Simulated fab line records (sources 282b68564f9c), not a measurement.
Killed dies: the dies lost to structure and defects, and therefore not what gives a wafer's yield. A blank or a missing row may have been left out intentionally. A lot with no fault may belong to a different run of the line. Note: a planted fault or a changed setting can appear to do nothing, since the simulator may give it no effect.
One fault seen from 2 desks    flow ritCmos    each desk holds nothing but its own numbers, with what lay behind them at the end

## METROLOGY DESK
What the gauges read, lot by lot, whatever tool the lot ran on: means of the sampled wafers that have a number. Marked OUT: a lot whose mean sits more than 4 standard deviations from the usual mean, which makes it out of limits; the brackets give that distance.
Columns: A = NRETRO_OVL at RIT_NRETRO_OVL_MEAS_06, usual 0.9 nm; B = NSD_OVL at RIT_NSD_OVL_MEAS_06, usual 0.4 nm; C = PSD_OVL at RIT_PSD_OVL_MEAS_06, usual 0.6 nm; D = NSD_RS at RIT_SDANNEAL_RS_MEAS_05, usual 84.61 ohm/sq
lot   first seen here  A     B     C     D
L296  day 2 06:21      -1.4  0.4   -0.8  84.84
L298  day 2 15:10      0.7   -1.1  1.6   84.39
L300  day 3 00:52      -0.2  0.6   -0.8  85.33
L301  day 3 06:30      -0.1  0.4   1.2   84.58
L302  day 3 11:29      3.3   0.4   -0.6  84.39
L303  day 3 17:16      0.6   -0.6  1.5   84.44
L304  day 3 22:23      0.8   0.2   2.5   84.81
L305  day 4 05:53      2.2   1.8   -0.4  84.83
L311  day 5 09:22      1.7   -1.3  -1.5  85.49
L313  day 5 19:05      -0.3  0.4   1.7   85.62
L315  day 6 04:00      0.1   0.4   2.3   84.91
L316  day 6 09:13      -0.4  -0.7  0.8   84.34
L317  day 6 14:26      0.3   0.4   1.2   84.60
L318  day 6 19:37      1.0   -0.9  1.9   84.40
This desk's finding: nothing out of limits on any of the 14 lots.

## FOR THE TOOL OWNER'S DESK: implanter-01
For each lot that ran on this tool, the mean over its sampled wafers that have a number, from the tool's own readings at RIT_NSD_IMPLANT_08. Marked OUT: a lot whose mean sits more than 4 standard deviations from the usual mean, which makes it out of limits; the brackets give that distance.
Columns: A = doseIonsCm2 at RIT_NSD_IMPLANT_08, usual 9.999e+14
lot   first seen here  A
L298  day 3 11:01      9.984e+14
L300  day 3 19:48      9.999e+14
L302  day 4 08:01      1.000e+15
L303  day 4 16:50      9.994e+14
L305  day 5 00:49      9.989e+14
L311  day 6 02:54      9.870e+14 (-12) OUT
L313  day 6 12:50      9.866e+14 (-12) OUT
This desk's finding: out of limits on L311, L313; first on L311, day 6 02:54 (doseIonsCm2 at RIT_NSD_IMPLANT_08). L298, L300, L302, L303, L305 stayed within limits.

## TAKEN TOGETHER
The tool owner's desk could have raised an alarm at day 6 02:54, on L311, L313.
At the metrology desk, nothing out of limits was observed.
The metrology desk has L311, L313 on record, within its limits.
Of the lots named, all ran RIT_NSD_IMPLANT_08 on implanter-01.

## WHAT THE SIMULATOR HAD PUT IN
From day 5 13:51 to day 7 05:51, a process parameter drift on implanter-01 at RIT_NSD_IMPLANT_08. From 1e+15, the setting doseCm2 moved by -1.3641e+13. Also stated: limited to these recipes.
Struck lots among those shown: L311, L313.
Each desk's first reading out of limits, in hours after the fault started: the tool owner's desk, 13.
